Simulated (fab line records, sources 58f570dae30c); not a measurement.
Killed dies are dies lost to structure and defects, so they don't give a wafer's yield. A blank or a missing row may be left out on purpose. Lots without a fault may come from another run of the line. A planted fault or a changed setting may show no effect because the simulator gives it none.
A sampling plan put to the test | flow berkeley_cmos170 | one fab line, 5 faults that these records tell of, each judged on the records of the lots that it struck; 3 more are left out, because the records don't allow judging them
The plan is the line's own looks: the steps of the route at which a gauge or an inspection reads the wafer and doesn't change it. A look can be judged if struck wafers have a number there and the file gives its usual mean and standard deviation on fault-free wafers. Caught: at a look after the fault's first step, the mean of the struck wafers lies 4 or more of those standard deviations (sigma) from the usual mean. On the tool: the same test on the tool's own readings at the fault's steps. Another recipe on the struck wafers, or a record that is blank for them alone, also counts as caught.

THE FAULTS, as the simulator had put them in
1. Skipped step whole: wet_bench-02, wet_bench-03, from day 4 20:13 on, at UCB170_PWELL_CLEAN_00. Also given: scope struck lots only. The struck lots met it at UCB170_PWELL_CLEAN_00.
2. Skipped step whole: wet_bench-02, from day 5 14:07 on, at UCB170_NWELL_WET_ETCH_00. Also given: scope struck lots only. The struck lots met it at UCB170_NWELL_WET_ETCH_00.
3. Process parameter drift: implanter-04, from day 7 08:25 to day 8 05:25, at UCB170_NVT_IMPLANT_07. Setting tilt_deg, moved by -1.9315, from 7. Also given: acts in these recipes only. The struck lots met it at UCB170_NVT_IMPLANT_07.
4. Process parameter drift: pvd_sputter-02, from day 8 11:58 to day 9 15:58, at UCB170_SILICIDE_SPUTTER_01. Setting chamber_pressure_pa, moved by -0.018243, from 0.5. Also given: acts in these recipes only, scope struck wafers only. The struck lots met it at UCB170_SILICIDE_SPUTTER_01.
5. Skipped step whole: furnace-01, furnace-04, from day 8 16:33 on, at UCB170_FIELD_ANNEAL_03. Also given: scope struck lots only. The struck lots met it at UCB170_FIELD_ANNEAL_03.

WHAT THE PLAN SAW
fault | on the tool itself                               | first look that catches it                      | reading, sigma | median hours from its first step to that look | hours from the fault's start to the first struck lot there | judged looks passed uncaught
1     | the tool's record is blank for the struck wafers | none of the 2 looks that can be judged after it | -              | -                                             | -                                                          | 2
2     | the tool's record is blank for the struck wafers | no look after it can be judged                  | -              | -                                             | -                                                          | 0
3     | tilt_deg -92 sigma                               | not the one look that can be judged after it    | -              | -                                             | -                                                          | 1
4     | chamber_pressure_pa -18 sigma                    | no look after it can be judged                  | -              | -                                             | -                                                          | 0
5     | the tool's record is blank for the struck wafers | no look after it can be judged                  | -              | -                                             | -                                                          | 0
A dash: the fault isn't caught, or these records don't give the number.

Caught at a look: 0 of 5. Caught on the tool: 5 of 5. By one or the other: 5 of 5.
Caught on the tool alone: faults 1, 2, 3, 4, 5.
